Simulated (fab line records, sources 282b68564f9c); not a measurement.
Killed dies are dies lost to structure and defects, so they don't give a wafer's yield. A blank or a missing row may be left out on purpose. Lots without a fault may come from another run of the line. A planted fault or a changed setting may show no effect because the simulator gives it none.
fab line records | flow rit_cmos
record lots=15 wafers=45 last_day=8
route steps=202 shown M1@184
lots that met no fault: from a run of the same line without faults
start_h: hours from the record's first day to the start of the lot's first wafer shown | wait_h: hours since the lot's step before | " the same as in the row above | L1.1+2: a row that stands for several wafers | - no value, or no start given | * or withheld: withheld | < > ~ a bound
route shown NAME@n: a module of which the file shows steps, and the number in the route of the first | usual: mean/standard deviation of fault-free wafers | same: alike in all rows | chamber/n: place in a boat | sites: the reading at each site | _std_site: their standard deviation | _edge_site: outer sites' mean less inner sites' | radius_mm: how far each site lies from the wafer's centre | mask NAME#n: copy n | behind: the tool/chamber that last shaped the wafer | hold: why the lot was held/for how many hours/how that ended | device: the transistor (n, p or np) that didn't switch | end of line: the same wafers' tests at the end of the route | a step without rows: its recipe alone | killed: dies lost to structure and defects at the first sort, not the wafer's yield | map: a wafer's dies, x killed, . not, _ none there
set.NAME: the setting as run; set.NAME@STEP: as run at that earlier step | model.NAME: the simulator's own value behind a step, which no gauge read
steps of the route over a sample of lots; a table a step, a row a wafer
services: from which hour (start_h, from the record's first day; less than 0 if before it) a tool's chamber was out of use, for how many hours, and why
## steps
# step RIT_M1_SPUTTER_00
# recipe material=Al target_thk_nm=400 power_w=2000 chamber_pressure_pa=0.4 gas=Ar time_s=500 substrate_temp_c=25
# usual cathode_dc_power_W=2000.0/0.37 chamber_pressure_pa=0.4000/0.0008 throttle_valve_pct=29.7/1.1 time_s=500/0
# columns lot.wafer tool chamber start_h wait_h cathode_dc_power_W chamber_pressure_pa throttle_valve_pct time_s
L134.3 pvd_sputter-01 - 57.59 0.0 1999.9 0.4007 31.8 500
L134.5 " - " " 1999.7 0.4001 29.0 500
L134.6 " - " " 1999.3 0.4000 30.9 500
L135.2 pvd_sputter-03 - 62.51 0.0 1999.9 0.4006 29.0 500
L135.4 " - " " 2000.2 0.4006 30.9 500
L135.6 " - " " 2000.1 0.3992 30.8 500
L136.3 pvd_sputter-01 - 64.55 0.0 2000.2 0.3995 29.1 500
L136.5 " - " " 2000.0 0.4007 30.9 500
L136.6 " - " " 2000.3 0.3996 28.7 500
L138.1 pvd_sputter-03 - 82.15 0.0 1999.8 0.3999 29.1 500
L138.2 " - " " 1999.9 0.4000 29.2 500
L138.3 " - " " 1999.7 0.3995 28.3 500
L140.2 pvd_sputter-04 - 89.42 0.0 2000.1 0.3991 30.0 500
L140.3 " - " " 1999.7 0.4001 30.2 500
L140.4 " - " " 2000.4 0.4005 30.0 500
L139.2 pvd_sputter-03 - 89.65 0.0 2000.1 0.4005 29.2 500
L139.3 " - " " 2000.2 0.4000 29.3 500
L139.6 " - " " 2000.1 0.3996 29.1 500
L142.1 pvd_sputter-03 - 104.63 0.0 1999.5 0.3988 30.8 500
L142.4 " - " " 2000.3 0.4005 28.5 500
L142.5 " - " " 2000.5 0.4003 30.6 500
L145.3 pvd_sputter-03 - 118.61 0.0 - - - -
L145.5 " - " " - - - -
L145.6 " - " " - - - -
L146.3 pvd_sputter-01 - 120.89 0.0 - - - -
L146.4 " - " " - - - -
L146.6 " - " " - - - -
L147.1 pvd_sputter-03 - 123.97 0.0 - - - -
L147.2 " - " " - - - -
L147.3 " - " " - - - -
L149.2 pvd_sputter-03 - 131.39 0.0 1999.9 0.4010 30.5 500
L149.3 " - " " 1999.9 0.4000 28.4 500
L149.5 " - " " 2000.1 0.3988 29.1 500
L154.1 pvd_sputter-01 - 162.60 0.0 2000.1 0.3990 29.0 500
L154.2 " - " " 2000.3 0.3999 28.8 500
L154.4 " - " " 2000.0 0.3996 31.5 500
L155.1 pvd_sputter-03 - 166.81 0.0 2000.2 0.3988 27.9 500
L155.2 " - " " 1999.8 0.3995 30.6 500
L155.3 " - " " 2000.1 0.3996 29.0 500
L156.1 pvd_sputter-01 - 172.64 0.0 1999.9 0.4012 31.7 500
L156.5 " - " " 2000.4 0.3993 28.9 500
L156.6 " - " " 2000.0 0.4013 30.7 500
L157.1 pvd_sputter-03 - 184.77 0.0 2000.8 0.4008 29.2 500
L157.2 " - " " 1999.7 0.4002 30.6 500
L157.6 " - " " 1999.4 0.3998 29.2 500
# step RIT_M1_RS_MEAS_01
# recipe thk_meas_gauge=four-point-probe reads=Al_of_M1_SPUTTER_00
# usual M1_AL_RS=0.0735/0.00076
# columns lot.wafer tool chamber start_h wait_h M1_AL_RS[ohm/sq]
L134.3 film_metro-03 - 57.93 0.2 0.0734
L134.5 " - " " 0.0728
L134.6 " - " " 0.0729
L135.2 film_metro-04 - 62.82 0.2 0.0735
L135.4 " - " " 0.0743
L135.6 " - " " 0.0734
L136.3 film_metro-03 - 64.89 0.2 0.0740
L136.5 " - " " 0.0741
L136.6 " - " " 0.0742
L138.1 film_metro-04 - 82.45 0.1 0.0737
L138.2 " - " " 0.0732
L138.3 " - " " 0.0744
L140.2 film_metro-02 - 89.73 0.2 0.0750
L140.3 " - " " 0.0739
L140.4 " - " " 0.0741
L139.2 film_metro-03 - 89.96 0.2 0.0742
L139.3 " - " " 0.0735
L139.6 " - " " 0.0739
L142.1 film_metro-04 - 104.92 0.1 0.0725
L142.4 " - " " 0.0730
L142.5 " - " " 0.0721
L145.3 film_metro-03 - 118.95 0.2 -
L145.5 " - " " -
L145.6 " - " " -
L146.3 film_metro-04 - 121.22 0.2 -
L146.4 " - " " -
L146.6 " - " " -
L147.1 film_metro-04 - 124.26 0.1 -
L147.2 " - " " -
L147.3 " - " " -
L149.2 film_metro-03 - 131.71 0.2 0.0736
L149.3 " - " " 0.0741
L149.5 " - " " 0.0727
L154.1 film_metro-03 - 162.89 0.1 0.0730
L154.2 " - " " 0.0729
L154.4 " - " " 0.0735
L155.1 film_metro-02 - 167.11 0.1 0.0746
L155.2 " - " " 0.0733
L155.3 " - " " 0.0735
L156.1 film_metro-04 - 172.94 0.1 0.0727
L156.5 " - " " 0.0723
L156.6 " - " " 0.0723
L157.1 film_metro-04 - 185.07 0.1 0.0729
L157.2 " - " " 0.0730
L157.6 " - " " 0.0733
# step RIT_M1_THK_MEAS_02
# recipe thk_meas_gauge=xrf reads=Al_of_M1_SPUTTER_00
# usual M1_AL_THK=408/5.2
# columns lot.wafer tool chamber start_h wait_h M1_AL_THK[nm]
L134.3 film_metro-03 - 58.03 0.1 410
L134.5 " - " " 414
L134.6 " - " " 413
L135.2 film_metro-04 - 62.93 0.1 406
L135.4 " - " " 401
L135.6 " - " " 405
L136.3 film_metro-03 - 64.99 0.1 406
L136.5 " - " " 408
L136.6 " - " " 406
L138.1 film_metro-04 - 82.57 0.1 404
L138.2 " - " " 407
L138.3 " - " " 402
L140.2 film_metro-02 - 89.84 0.1 396
L140.3 " - " " 404
L140.4 " - " " 402
L139.2 film_metro-03 - 90.07 0.1 403
L139.3 " - " " 407
L139.6 " - " " 406
L142.1 film_metro-04 - 105.04 0.1 415
L142.4 " - " " 409
L142.5 " - " " 418
L145.3 film_metro-03 - 119.05 0.1 <1
L145.5 " - " " <1
L145.6 " - " " <1
L146.3 film_metro-04 - 121.32 0.1 <0
L146.4 " - " " <0
L146.6 " - " " <0
L147.1 film_metro-04 - 124.38 0.1 <0
L147.2 " - " " <0
L147.3 " - " " <0
L149.2 film_metro-03 - 131.82 0.1 410
L149.3 " - " " 410
L149.5 " - " " 414
L154.1 film_metro-03 - 163.01 0.1 411
L154.2 " - " " 413
L154.4 " - " " 411
L155.1 film_metro-02 - 167.23 0.1 396
L155.2 " - " " 404
L155.3 " - " " 404
L156.1 film_metro-04 - 173.06 0.1 411
L156.5 " - " " 410
L156.6 " - " " 413
L157.1 film_metro-04 - 185.19 0.1 410
L157.2 " - " " 407
L157.6 " - " " 407
# step RIT_M1_PROBE_99
# usual defect_limited_yield=97.6/1.2 killed_at_M0_to_M3=0.0/0.12 killed_at_contacts=0.1/0.23 killed_at_front_end=6/3.1 killed_dies=6/3.1 killed_on_rim=1.7/1.3 killed_open=3.2/1.9 killed_short=3.2/2.1 sort_bin_3_pad_short=0.1/0.22 sort_bin_5_function=1.5/0.86 sort_bin_6_memory=0.9/0.61 sort_n_pass=258/3.1 sort_yield_pct=97.6/1.2
# same gross_dies=264 killed_at_M4_up=0 killed_at_back_side=0 killed_at_other=0
# columns lot.wafer tool chamber start_h wait_h defect_limited_yield[%] killed_at_M0_to_M3 killed_at_contacts killed_at_front_end killed_dies killed_on_rim killed_open killed_short sort_bin_3_pad_short[%] sort_bin_5_function[%] sort_bin_6_memory[%] sort_n_pass sort_yield_pct[%]
L134.3 prober-02 - 61.71 0.2 98.9 0 0 3 3 1 2 1 0 0.8 0.4 261 98.9
L134.5 prober-02 - 61.81 0.2 97.7 0 0 6 6 1 4 2 0 1.9 0.4 258 97.7
L134.6 prober-02 - 61.86 0.2 93.9 0 0 16 16 6 9 7 0.4 4.9 0.8 248 93.9
L135.2 prober-01 - 66.70 0.1 99.2 0 0 2 2 0 2 0 0 0.8 0 262 99.2
L135.4 prober-01 - 66.80 0.2 97.3 0 0 7 7 2 4 3 0 2.3 0.4 257 97.3
L135.6 prober-01 - 66.90 0.2 97.0 0 0 8 8 2 3 5 0 1.9 1.1 256 97.0
L136.3 prober-02 - 68.79 0.2 94.3 0 0 15 15 6 6 9 0 3.8 1.9 249 94.3
L136.5 prober-02 - 68.89 0.2 98.1 0 0 5 5 2 3 2 0 1.1 0.8 259 98.1
L136.6 prober-02 - 68.94 0.2 98.9 0 0 3 3 1 0 3 0 1.1 0 261 98.9
L138.1 prober-02 - 86.17 0.1 98.1 0 0 5 5 1 3 2 0 1.1 0.8 259 98.1
L138.2 prober-02 - 86.22 0.1 97.7 0 0 6 6 1 2 4 0 2.3 0 258 97.7
L138.3 prober-02 - 86.27 0.2 98.9 0 0 3 3 1 0 3 0.8 0.4 0 261 98.9
L140.2 prober-01 - 93.86 0.1 97.7 0 0 6 6 2 3 3 0 2.3 0 258 97.7
L140.3 prober-01 - 93.91 0.2 99.6 0 0 1 1 0 1 0 0 0.4 0 263 99.6
L140.4 prober-01 - 93.96 0.2 97.3 0 0 7 7 0 3 4 0.4 0.8 1.5 257 97.3
L139.2 prober-02 - 95.36 0.1 98.5 0 0 4 4 1 3 1 0 0.8 0.8 260 98.5
L139.3 prober-02 - 95.41 0.2 98.5 0 0 4 4 0 0 4 0.4 0.4 0.8 260 98.5
L139.6 prober-02 - 95.56 0.2 98.1 0 0 5 5 1 3 2 0 1.1 0.8 259 98.1
L142.1 prober-02 - 108.72 0.1 97.3 0 0 7 7 1 4 3 0 0.8 1.9 257 97.3
L142.4 prober-02 - 108.87 0.2 97.7 0 1 5 6 1 2 4 0 1.5 0.8 258 97.7
L142.5 prober-02 - 108.92 0.2 97.3 0 1 6 7 1 3 4 0 1.9 0.8 257 97.3
L145.3 prober-01 - 123.03 0.2 0 263 0 1 264 70 1 0 26.1 70.1 3.8 0 0
L145.5 prober-01 - 123.13 0.2 0 263 0 1 264 70 1 0 27.3 68.9 3.8 0 0
L145.6 prober-01 - 123.18 0.2 0 264 0 0 264 70 0 0 26.5 71.2 2.3 0 0
L146.3 prober-02 - 125.00 0.2 0 263 0 1 264 70 0 1 20.8 75.4 3.8 0 0
L146.4 prober-02 - 125.05 0.2 0 261 0 3 264 70 1 2 23.5 72.7 3.8 0 0
L146.6 prober-02 - 125.15 0.2 0 263 0 1 264 70 1 0 21.2 76.5 2.3 0 0
L147.1 prober-01 - 158.74 0.1 0 263 0 1 264 70 0 1 20.8 75.0 4.2 0 0
L147.2 prober-01 - 158.79 0.1 0 264 0 0 264 70 0 0 25.4 72.7 1.9 0 0
L147.3 prober-01 - 158.84 0.2 0 263 0 1 264 70 0 1 23.1 71.6 5.3 0 0
L149.2 prober-02 - 159.09 0.3 98.5 0 0 4 4 1 3 1 0 0.8 0.8 260 98.5
L149.3 prober-02 - 159.14 0.3 97.0 0 0 8 8 5 5 3 0.4 1.9 0.8 256 97.0
L149.5 prober-02 - 159.24 0.4 97.3 0 1 6 7 1 2 5 0 1.9 0.8 257 97.3
L154.1 prober-02 - 166.78 0.1 96.6 0 0 9 9 4 5 4 0.4 1.5 1.5 255 96.6
L154.2 prober-02 - 166.83 0.1 92.8 0 0 19 19 4 10 9 0 4.9 2.3 245 92.8
L154.4 prober-02 - 166.93 0.2 97.0 0 0 8 8 1 4 4 0 2.7 0.4 256 97.0
L155.1 prober-01 - 171.13 0.1 98.9 0 0 3 3 1 2 1 0 0.4 0.8 261 98.9
L155.2 prober-01 - 171.18 0.1 97.3 0 0 7 7 3 2 4 0 1.9 0.8 257 97.3
L155.3 prober-01 - 171.23 0.2 98.1 0 0 5 5 0 2 3 0 1.1 0.8 259 98.1
L156.1 prober-02 - 176.66 0.1 97.7 0 0 6 6 1 4 2 0 0.8 1.5 258 97.7
L156.5 prober-02 - 176.86 0.2 98.5 0 0 4 4 1 2 2 0.4 1.1 0 260 98.5
L156.6 prober-02 - 176.91 0.2 98.5 0 0 4 4 2 1 3 0 0.8 0.8 260 98.5
L157.1 prober-02 - 188.79 0.1 98.5 0 0 4 4 0 2 2 0 1.1 0.4 260 98.5
L157.2 prober-02 - 188.84 0.1 98.1 0 0 5 5 1 2 3 0 0.8 1.1 259 98.1
L157.6 prober-02 - 189.04 0.2 98.1 0 0 5 5 2 4 1 0 0.8 1.1 259 98.1
# killed by level:class
L134.3 GATE:geometric_particle:open=1 GATE:geometric_particle:short=1 SILICIDE:geometric_particle:open=1
L134.5 SPACER:geometric_particle:open=3 FOX1:geometric_particle:short=1 GATE:geometric_particle:short=1 SILICIDE:geometric_particle:open=1
L134.6 GATE:geometric_particle:open=4 GATE:geometric_particle:short=3 REOX:geometric_particle:short=2 REOX:geometric_particle:open=2 SPACER:geometric_particle:open=2 SILICIDE:geometric_particle:short=2 SILICIDE:geometric_particle:open=1
L135.2 GATE:geometric_particle:open=2
L135.4 SPACER:geometric_particle:open=2 FOX2:geometric_particle:open=1 GATE:geometric_particle:short=1 REOX:geometric_particle:open=1 SPACER:geometric_particle:short=1 SILICIDE:geometric_particle:short=1
L135.6 FOX2:geometric_particle:short=3 GATE:geometric_particle:open=2 GATE:geometric_particle:short=2 FOX2:geometric_particle:open=1
L136.3 REOX:geometric_particle:short=4 GATE:geometric_particle:short=3 REOX:geometric_particle:open=2 SPACER:geometric_particle:open=2 SPACER:geometric_particle:short=2 FOX1:geometric_particle:open=1 GATE:geometric_particle:open=1
L136.5 FOX1:geometric_particle:open=1 FOX2:geometric_particle:short=1 GATE:geometric_particle:short=1 REOX:geometric_particle:open=1 SPACER:geometric_particle:open=1
L136.6 FOX1:geometric_particle:short=1 GATE:geometric_particle:short=1 SILICIDE:geometric_particle:short=1
L138.1 GATE:geometric_particle:short=2 GATE:geometric_particle:open=2 REOX:geometric_particle:open=1
L138.2 REOX:geometric_particle:open=2 GATE:geometric_particle:short=1 REOX:geometric_particle:short=1 SPACER:geometric_particle:short=1 SILICIDE:geometric_particle:short=1
L138.3 FOX1:geometric_particle:short=1 GATE:geometric_particle:short=1 SILICIDE:geometric_particle:short=1
L140.2 FOX1:geometric_particle:short=2 FOX1:geometric_particle:open=1 GATE:geometric_particle:short=1 GATE:geometric_particle:open=1 SILICIDE:geometric_particle:open=1
L140.3 SPACER:geometric_particle:open=1
L140.4 FOX1:geometric_particle:short=2 REOX:geometric_particle:open=2 SPACER:geometric_particle:short=2 FOX1:geometric_particle:open=1
L139.2 FOX1:geometric_particle:open=1 GATE:geometric_particle:short=1 GATE:geometric_particle:open=1 REOX:geometric_particle:open=1
L139.3 GATE:geometric_particle:short=3 SILICIDE:geometric_particle:short=1
L139.6 GATE:geometric_particle:open=2 FOX1:geometric_particle:open=1 FOX1:geometric_particle:short=1 SILICIDE:geometric_particle:short=1
L142.1 REOX:geometric_particle:open=3 GATE:geometric_particle:short=2 GATE:geometric_particle:open=1 SPACER:geometric_particle:short=1
L142.4 GATE:geometric_particle:open=2 GATE:geometric_particle:short=2 FOX2:geometric_particle:short=1 CONTACT:geometric_particle:short=1
L142.5 SPACER:geometric_particle:open=2 FOX1:geometric_particle:short=1 FOX2:geometric_particle:open=1 FOX2:geometric_particle:short=1 GATE:geometric_particle:short=1 CONTACT:geometric_particle:short=1
L145.3 M1:lost_pattern=262 REOX:geometric_particle:open=1 M1:area_sputter=1
L145.5 M1:lost_pattern=261 M1:area_sputter=2 FOX2:geometric_particle:open=1
L145.6 M1:lost_pattern=264
L146.3 M1:lost_pattern=262 SPACER:geometric_particle:short=1 M1:area_sputter=1
L146.4 M1:lost_pattern=259 M1:area_sputter=2 GATE:geometric_particle:short=1 SPACER:geometric_particle:short=1 SPACER:geometric_particle:open=1
L146.6 M1:lost_pattern=261 M1:area_sputter=2 SILICIDE:geometric_particle:open=1
L147.1 M1:lost_pattern=263 REOX:geometric_particle:short=1
L147.2 M1:lost_pattern=263 M1:area_sputter=1
L147.3 M1:lost_pattern=260 M1:area_sputter=3 FOX2:geometric_particle:short=1
L149.2 GATE:geometric_particle:open=1 GATE:geometric_particle:short=1 REOX:geometric_particle:open=1 SPACER:geometric_particle:open=1
L149.3 GATE:geometric_particle:open=4 FOX1:geometric_particle:open=1 FOX2:geometric_particle:short=1 REOX:geometric_particle:short=1 SILICIDE:geometric_particle:short=1
L149.5 FOX2:geometric_particle:short=2 GATE:geometric_particle:short=2 GATE:geometric_particle:open=1 SPACER:geometric_particle:short=1 CONTACT:geometric_particle:open=1
L154.1 GATE:geometric_particle:short=2 SILICIDE:geometric_particle:open=2 FOX1:geometric_particle:short=1 FOX1:geometric_particle:open=1 GATE:geometric_particle:open=1 SPACER:geometric_particle:open=1 SILICIDE:geometric_particle:short=1
L154.2 GATE:geometric_particle:short=6 REOX:geometric_particle:open=4 GATE:geometric_particle:open=3 FOX1:geometric_particle:short=2 FOX1:geometric_particle:open=2 FOX2:geometric_particle:open=1 SPACER:geometric_particle:short=1
L154.4 GATE:geometric_particle:open=3 GATE:geometric_particle:short=2 REOX:geometric_particle:short=1 SPACER:geometric_particle:short=1 SPACER:geometric_particle:open=1
L155.1 GATE:geometric_particle:short=1 GATE:geometric_particle:open=1 SPACER:geometric_particle:open=1
L155.2 SPACER:geometric_particle:short=2 FOX1:geometric_particle:short=1 GATE:geometric_particle:short=1 REOX:geometric_particle:open=1 SPACER:geometric_particle:open=1 PRETRO:coat_microbubble_printed=1
L155.3 REOX:geometric_particle:short=2 GATE:geometric_particle:short=1 GATE:geometric_particle:open=1 SILICIDE:geometric_particle:open=1
L156.1 SILICIDE:geometric_particle:open=2 GATE:geometric_particle:short=1 GATE:geometric_particle:open=1 REOX:geometric_particle:open=1 REOX:geometric_particle:short=1
L156.5 ACTIVE:geometric_particle:open=1 GATE:geometric_particle:short=1 SILICIDE:geometric_particle:short=1 SILICIDE:geometric_particle:open=1
L156.6 SILICIDE:geometric_particle:short=3 GATE:geometric_particle:open=1
L157.1 FOX2:geometric_particle:open=1 GATE:geometric_particle:short=1 SPACER:geometric_particle:short=1 SPACER:geometric_particle:open=1
L157.2 GATE:geometric_particle:short=3 FOX2:geometric_particle:open=1 GATE:geometric_particle:open=1
L157.6 GATE:geometric_particle:open=3 GATE:geometric_particle:short=1 SPACER:geometric_particle:open=1
## services
# columns tool chamber start_h hours kind
pvd_sputter-04 - 79.59 9.4 repair
pvd_sputter-03 - 168.04 1.4 repair
## key
first_sign step=RIT_M1_SPUTTER_00 reading=tool_record direction=missing
effect step=RIT_M1_RS_MEAS_01 reading=M1_AL_RS direction=missing
effect step=RIT_M1_THK_MEAS_02 reading=M1_AL_THK direction=down sigmas=78 usual=408 struck=<0
effect step=RIT_M1_PROBE_99 reading=killed_at_M0_to_M3 direction=up sigmas=99+ usual=0.0 struck=263
met_at RIT_M1_SPUTTER_00
struck_lots L145,L146,L147
later_rows_left_out L145.3,L145.5,L145.6,L146.3,L146.4,L146.6,L147.1,L147.2,L147.3
onset_between 104.63 118.61
fault kind=skipped_step_whole tool=pvd_sputter-01,pvd_sputter-03 chamber=- onset_h=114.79 steps=RIT_M1_SPUTTER_00 scope=struck_lots_only
# later_rows_left_out: the simulator's readings of these wafers behind a module that went badly wrong aren't trusted and aren't shown, but for the sort
